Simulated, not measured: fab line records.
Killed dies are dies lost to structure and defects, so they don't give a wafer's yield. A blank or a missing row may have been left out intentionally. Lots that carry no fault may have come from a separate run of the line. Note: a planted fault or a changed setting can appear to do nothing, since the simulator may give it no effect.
fab line records	flow berkeley_cmos170
[record] lots = 6	wafers = 18	last_day = 13
route steps=331 shown V2@302 M3@309
lots with no fault: from the same line, run without faults
start_h: hours from the record's opening day to when the first of the lot's shown wafers began	wait_h: hours from the lot's prior step to this one	" same as the row above	L1.1+2: a row that stands for several wafers	- value missing, or start not given	* or withheld: withheld	< > ~ a bound
route shown NAME@n: a module of which the file shows steps, and the number in the route of the first	usual: the fault-free wafers' mean and standard deviation	same: alike in all rows	chamber/n: place in a boat	sites: each site's reading	_std_site: standard deviation of those values	_edge_site: inner sites' mean taken away from outer sites' mean	radius_mm: how far each site lies from the wafer's centre	mask NAME#n: copy n	behind: the last tool/chamber to shape the wafer	hold: why the lot went on hold/how many hours it stayed there/how the hold came to an end	device: the n, p or np transistor that did not switch	end of line: the same wafers' tests at the end of the route	for a step that has no rows: nothing shown but its recipe	killed: at the first sort, the dies lost to defects and structure; wafer yield is something else	map: per-die view of a wafer (x killed, . not killed, _ where there is no die)
set.NAME: the run value of the setting; set.NAME@STEP: its run value at that earlier step	model.NAME: the simulator's own value behind a step, which no gauge read
lots at some steps of the route; a table a step, a row a wafer
services: when a tool's chamber went out of use (start_h, in hours from the record's first day, below 0 if earlier), for how many hours, and the reason
[[steps]]
[step UCB170_V2_PEB_10]
[recipe] peb_temp_c = 130	peb_time_s = withheld	resist = KrF
[step UCB170_V2_DEVELOP_11]
[recipe] developer = TMAH	develop_time_s = 45	resist = KrF	dev_temp_c = 21
[step UCB170_V2_CD_MEAS_12]
[recipe] target_cd_nm = 700
[usual] cd_nm = 699.9/1.3
lot.wafer	tool	chamber	start_h	wait_h	cd_nm
L290.1	cd_sem-01	-	185.47	-	701.7
L290.2	"	-	"	"	701.0
L290.5	"	-	"	"	700.9
L291.2	cd_sem-01	-	199.64	-	700.6
L291.5	"	-	"	"	701.0
L291.6	"	-	"	"	699.7
L297.1	cd_sem-01	-	220.80	-	699.7
L297.3	"	-	"	"	700.5
L297.6	"	-	"	"	700.7
L296.1	cd_sem-02	-	223.49	-	699.7
L296.4	"	-	"	"	700.3
L296.6	"	-	"	"	699.6
L301.2	cd_sem-02	-	228.43	-	699.3
L301.4	"	-	"	"	699.8
L301.6	"	-	"	"	700.2
L311.1	cd_sem-02	-	295.54	-	701.0
L311.4	"	-	"	"	702.0
L311.5	"	-	"	"	700.8
[step UCB170_V2_OVL_MEAS_13]
[usual] V2_OVL = 0/5
lot.wafer	tool	chamber	start_h	wait_h	V2_OVL[nm]
L290.1	overlay-01	-	185.59	0.1	5
L290.2	"	-	"	"	1
L290.5	"	-	"	"	3
L291.2	overlay-02	-	199.75	0.1	-5
L291.5	"	-	"	"	-10
L291.6	"	-	"	"	-4
L297.1	overlay-01	-	220.92	0.1	-3
L297.3	"	-	"	"	0
L297.6	"	-	"	"	3
L296.1	overlay-02	-	223.61	0.1	2
L296.4	"	-	"	"	1
L296.6	"	-	"	"	-5
L301.2	overlay-01	-	228.54	0.1	5
L301.4	"	-	"	"	3
L301.6	"	-	"	"	4
L311.1	overlay-02	-	295.66	0.1	1
L311.4	"	-	"	"	2
L311.5	"	-	"	"	-1
[step UCB170_V2_ETCH_14]
[recipe] chemistry = CHF3/CF4/Ar	target = SiO2	stop_on = Al	CHF3_flow_sccm = 45	cf4_flow_sccm = 15	Ar_flow_sccm = 150	pressure_mtorr = 200	rf_w = 700	target_depth_a = 12500	over_etch_frac = 0.25	time_s = 291
[usual] drypump_motor_current_A = 5.7/0.38	oes_product_au = 0.870/0.014	throttle_valve_pct = 6.94/0.16
[same] over_etch_frac = 0.25
lot.wafer	tool	chamber	start_h	wait_h	drypump_motor_current_A	oes_product_au	rf_hours_counter_h	throttle_valve_pct
L290.1	rie_diel-02	0	185.62	0.0	5.9	0.873	15	6.81
L290.2	"	3	"	"	6.3	0.881	3	6.69
L290.5	"	1	"	"	6.2	0.864	-	7.18
L291.2	rie_diel-02	3	199.78	0.0	6.3	0.880	4	6.69
L291.5	"	0	"	"	5.9	0.862	-	6.82
L291.6	"	1	"	"	6.2	0.867	-	7.17
L297.1	rie_diel-03	0	220.95	0.0	5.9	0.901	105	6.98
L297.3	"	1	"	"	5.4	0.867	78	6.77
L297.6	"	2	"	"	5.5	0.877	-	7.09
L296.1	rie_diel-03	2	223.64	0.0	5.5	0.881	17	7.10
L296.4	"	1	"	"	5.3	0.871	78	6.76
L296.6	"	0	"	"	5.9	0.903	-	6.98
L301.2	rie_diel-03	3	228.57	0.0	6.0	0.846	14	7.04
L301.4	"	1	"	"	5.4	0.871	78	6.80
L301.6	"	3	"	"	6.0	0.851	-	7.06
L311.1	rie_diel-02	0	295.70	0.0	5.9	0.865	21	6.82
L311.4	"	2	"	"	5.4	0.885	4	6.95
L311.5	"	1	"	"	6.2	0.867	-	7.16
[step UCB170_V2_STRIP_15]
[recipe] chemistry = O2	power_w = 400	pressure_mtorr = 3500	platen_temp_c = withheld	o2_flow_sccm = 400	overash_fraction = 0.5
[usual] drypump_motor_current_A = 5.8/0.44	oes_product_au = 0.722/0.0047	strip_time_to_endpoint_s = 15.45/0.13
[same] overash_fraction = 0.5
lot.wafer	tool	chamber	start_h	wait_h	drypump_motor_current_A	oes_product_au	rf_hours_counter_h	strip_time_to_endpoint_s
L290.1	plasma_asher-03	1	185.80	0.1	5.8	0.723	46	15.44
L290.2	"	0	"	"	5.1	0.717	46	15.34
L290.5	"	0	"	"	5.2	0.719	-	15.56
L291.2	plasma_asher-03	1	199.96	0.1	5.8	0.719	48	15.45
L291.5	"	1	"	"	5.8	0.724	-	15.48
L291.6	"	0	"	"	5.1	0.726	-	15.43
L297.1	plasma_asher-03	1	221.13	0.1	5.8	0.711	50	15.65
L297.3	"	0	"	"	5.2	0.717	-	15.42
L297.6	"	0	"	"	5.1	0.732	-	15.37
L296.1	plasma_asher-03	1	223.82	0.1	5.8	0.721	51	15.58
L296.4	"	1	"	"	5.8	0.721	-	15.49
L296.6	"	1	"	"	5.8	0.718	-	15.68
L301.2	plasma_asher-03	1	228.75	0.1	5.8	0.721	51	15.58
L301.4	"	0	"	"	5.1	0.720	-	15.50
L301.6	"	1	"	"	5.8	0.722	-	15.64
L311.1	plasma_asher-01	0	295.88	0.1	6.5	0.719	48	15.48
L311.4	"	1	"	"	6.0	0.725	-	15.20
L311.5	"	0	"	"	6.5	0.724	-	15.35
[step UCB170_V2_CD_MEAS_90]
[recipe] target_cd_nm = 700
[usual] cd_nm = 699.5/1.5
lot.wafer	tool	chamber	start_h	wait_h	cd_nm
L290.1	cd_sem-01	-	185.90	0.1	702.6
L290.2	"	-	"	"	699.1
L290.5	"	-	"	"	701.0
L291.2	cd_sem-01	-	200.08	0.1	699.6
L291.5	"	-	"	"	703.2
L291.6	"	-	"	"	699.3
L297.1	cd_sem-01	-	221.23	0.1	700.8
L297.3	"	-	"	"	700.2
L297.6	"	-	"	"	699.8
L296.1	cd_sem-01	-	223.92	0.1	698.9
L296.4	"	-	"	"	700.0
L296.6	"	-	"	"	700.2
L301.2	cd_sem-02	-	228.91	0.1	697.5
L301.4	"	-	"	"	699.2
L301.6	"	-	"	"	699.2
L311.1	cd_sem-02	-	295.98	0.1	701.4
L311.4	"	-	"	"	702.7
L311.5	"	-	"	"	699.7
[step UCB170_M3_PRE_CLEAN_00]
[recipe] gas = Ar	preclean_etch_time_s = 60
[step UCB170_M3_SPUTTER_01]
[recipe] material = Al	target_thk_nm = 900	time_s = 120	power_w = 6000	chamber_pressure_pa = 0.5
[usual] throttle_valve_pct = 29.2/1.2
lot.wafer	tool	chamber	start_h	wait_h	throttle_valve_pct
L290.1	pvd_sputter-02	-	186.09	0.0	30.3
L290.2	"	-	"	"	26.9
L290.5	"	-	"	"	28.4
L291.2	pvd_sputter-02	-	200.25	0.0	27.0
L291.5	"	-	"	"	28.5
L291.6	"	-	"	"	30.3
L297.1	pvd_sputter-01	-	221.42	0.0	28.4
L297.3	"	-	"	"	31.4
L297.6	"	-	"	"	28.2
L296.1	pvd_sputter-02	-	224.11	0.0	30.2
L296.4	"	-	"	"	30.0
L296.6	"	-	"	"	28.3
L301.2	pvd_sputter-03	-	229.08	0.0	28.6
L301.4	"	-	"	"	31.3
L301.6	"	-	"	"	29.4
L311.1	pvd_sputter-01	-	296.16	0.0	31.5
L311.4	"	-	"	"	28.5
L311.5	"	-	"	"	28.3
[step UCB170_M3_RS_MEAS_02]
[recipe] thk_meas_gauge = four-point-probe	reads = Al_of_M3_SPUTTER_01
[usual] M3_AL_RS = 0.0322/0.00036
lot.wafer	tool	chamber	start_h	wait_h	M3_AL_RS[ohm/sq]
L290.1	film_metro-01	-	186.17	0.0	0.0320
L290.2	"	-	"	"	0.0325
L290.5	"	-	"	"	0.0326
L291.2	film_metro-03	-	200.35	0.1	0.0326
L291.5	"	-	"	"	0.0325
L291.6	"	-	"	"	0.0321
L297.1	film_metro-01	-	221.50	0.0	0.0320
L297.3	"	-	"	"	0.0322
L297.6	"	-	"	"	0.0323
L296.1	film_metro-03	-	224.19	0.0	0.0319
L296.4	"	-	"	"	0.0316
L296.6	"	-	"	"	0.0326
L301.2	film_metro-01	-	229.18	0.1	0.0322
L301.4	"	-	"	"	0.0324
L301.6	"	-	"	"	0.0325
L311.1	film_metro-03	-	296.25	0.0	0.0329
L311.4	"	-	"	"	0.0325
L311.5	"	-	"	"	0.0330
[step UCB170_M3_THK_MEAS_03]
[recipe] thk_meas_gauge = xrf	reads = Al_of_M3_SPUTTER_01
[usual] M3_AL_THK = 912/11
lot.wafer	tool	chamber	start_h	wait_h	M3_AL_THK[nm]
L290.1	film_metro-01	-	186.29	0.1	925
L290.2	"	-	"	"	905
L290.5	"	-	"	"	904
L291.2	film_metro-03	-	200.46	0.1	897
L291.5	"	-	"	"	897
L291.6	"	-	"	"	908
L297.1	film_metro-01	-	221.62	0.1	914
L297.3	"	-	"	"	907
L297.6	"	-	"	"	909
L296.1	film_metro-03	-	224.31	0.1	920
L296.4	"	-	"	"	936
L296.6	"	-	"	"	899
L301.2	film_metro-01	-	229.29	0.1	912
L301.4	"	-	"	"	903
L301.6	"	-	"	"	905
L311.1	film_metro-03	-	296.37	0.1	895
L311.4	"	-	"	"	900
L311.5	"	-	"	"	890
[step UCB170_M3_HMDS_04]
[recipe] prime_time_s = 60	prime_temp_c = 100
[step UCB170_M3_COAT_05]
[recipe] resist = KrF	spin_rpm = 1500	resist_thk_nm = 900
lot.wafer	tool	chamber	start_h	wait_h	model.KrF_of_M3_COAT_05.thk_nm
L290.1	litho_track-01	0	186.50	0.1	896.2
L290.2	"	0	"	"	895.8
L290.5	"	0	"	"	897.4
L291.2	litho_track-02	0	201.51	0.1	900.5
L291.5	"	0	"	"	904.3
L291.6	"	0	"	"	901.4
L297.1	litho_track-04	0	222.16	0.1	898.6
L297.3	"	0	"	"	895.4
L297.6	"	0	"	"	898.4
L296.1	litho_track-02	0	224.60	0.1	927.8
L296.4	"	0	"	"	925.1
L296.6	"	0	"	"	927.4
L301.2+4	litho_track-02	0	229.67	0.1	929.3
L301.6	"	0	"	"	928.6
L311.1	litho_track-04	0	297.14	0.1	895.7
L311.4	"	0	"	"	899.2
L311.5	"	0	"	"	900.4
[step UCB170_M3_SOFTBAKE_06]
[recipe] resist = KrF	temp_c = 130	time_s = 60
[step UCB170_M3_STRIP_07]
[recipe] chemistry = O2	power_w = 400	pressure_mtorr = 3500	platen_temp_c = withheld	o2_flow_sccm = 400	overash_fraction = 0.5
[usual] drypump_motor_current_A = 5.5/0.45	oes_product_au = 0.735/0.0048	strip_time_to_endpoint_s = 21.93/0.061
[same] overash_fraction = 0.5
lot.wafer	tool	chamber	start_h	wait_h	drypump_motor_current_A	oes_product_au	rf_hours_counter_h	strip_time_to_endpoint_s
L290.1	plasma_asher-03	0	186.80	0.1	5.2	0.729	47	21.86
L290.2	"	1	"	"	5.8	0.733	47	21.85
L290.5	"	0	"	"	5.2	0.740	-	21.89
L291.2	plasma_asher-04	0	201.79	0.1	5.7	0.747	52	21.98
L291.5	"	0	"	"	5.7	0.725	-	22.07
L291.6	"	1	"	"	6.1	0.737	-	22.01
L297.1	plasma_asher-04	1	222.46	0.1	6.1	0.741	54	21.95
L297.3	"	0	"	"	5.8	0.735	-	21.85
L297.6	"	1	"	"	6.1	0.735	-	21.93
L296.1	plasma_asher-03	0	224.90	0.1	5.1	0.732	51	22.63
L296.4	"	0	"	"	5.1	0.737	-	22.58
L296.6	"	1	"	"	5.8	0.732	-	22.62
L301.2	plasma_asher-02	1	229.94	0.1	4.8	0.740	12	22.66
L301.4	"	1	"	"	4.7	0.737	-	22.67
L301.6	"	1	"	"	4.8	0.742	-	22.65
L311.1	plasma_asher-03	0	297.44	0.1	5.1	0.734	58	21.86
L311.4	"	0	"	"	5.1	0.729	-	21.94
L311.5	"	0	"	"	5.1	0.733	-	21.98
[step UCB170_M3_STRIP_08]
[recipe] chemistry = DMSO	temp_c = 80	time_s = 600	material = KrF
[[services]]
tool	chamber	start_h	hours	kind
rie_diel-02	-	164.94	0.4	repair
rie_diel-03	2	165.93	3.0	repair
pvd_sputter-02	-	167.51	4.7	repair
rie_diel-02	2	181.88	-	clean
rie_diel-02	2	181.88	27.5	scheduled_down
rie_diel-02	2	181.88	27.5	vent_cycle
rie_diel-02	-	227.11	0.3	repair
plasma_asher-03	-	230.01	2.0	repair
plasma_asher-03	-	243.18	2.2	repair
plasma_asher-01	-	246.58	2.8	pm
plasma_asher-02	-	286.19	2.1	repair
plasma_asher-01	-	290.64	1.6	repair
[[key]]
[first_sign] step = UCB170_M3_STRIP_07	reading = strip_time_to_endpoint_s	direction = up	sigmas = 12	usual = *	struck = *
effect none on later readings
[model_effect] step = UCB170_M3_COAT_05	value = KrF_of_M3_COAT_05.thk_nm	without = 901.7	struck = 927.9
met_at UCB170_M3_COAT_05
struck_wafers L296.1,L296.4,L296.6,L301.2,L301.4,L301.6
sort_left_out L296.1,L296.4,L296.6,L301.2,L301.4,L301.6
onset_between 201.51 224.60
also_fits UCB170_V2_ETCH_14:rie_diel-03,UCB170_V2_STRIP_15:plasma_asher-03
[fault] kind = process_parameter_drift	tool = litho_track-02	chamber = -	onset_h = 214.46	steps = UCB170_M3_COAT_05	channel = resist_thk_nm	offset = *	shape = step	end_h = 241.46	acts_in = *	stated = *
// sort_left_out: the simulated sort isn't trusted on such a fault, so these wafers' sort isn't shown, and their yield isn't known
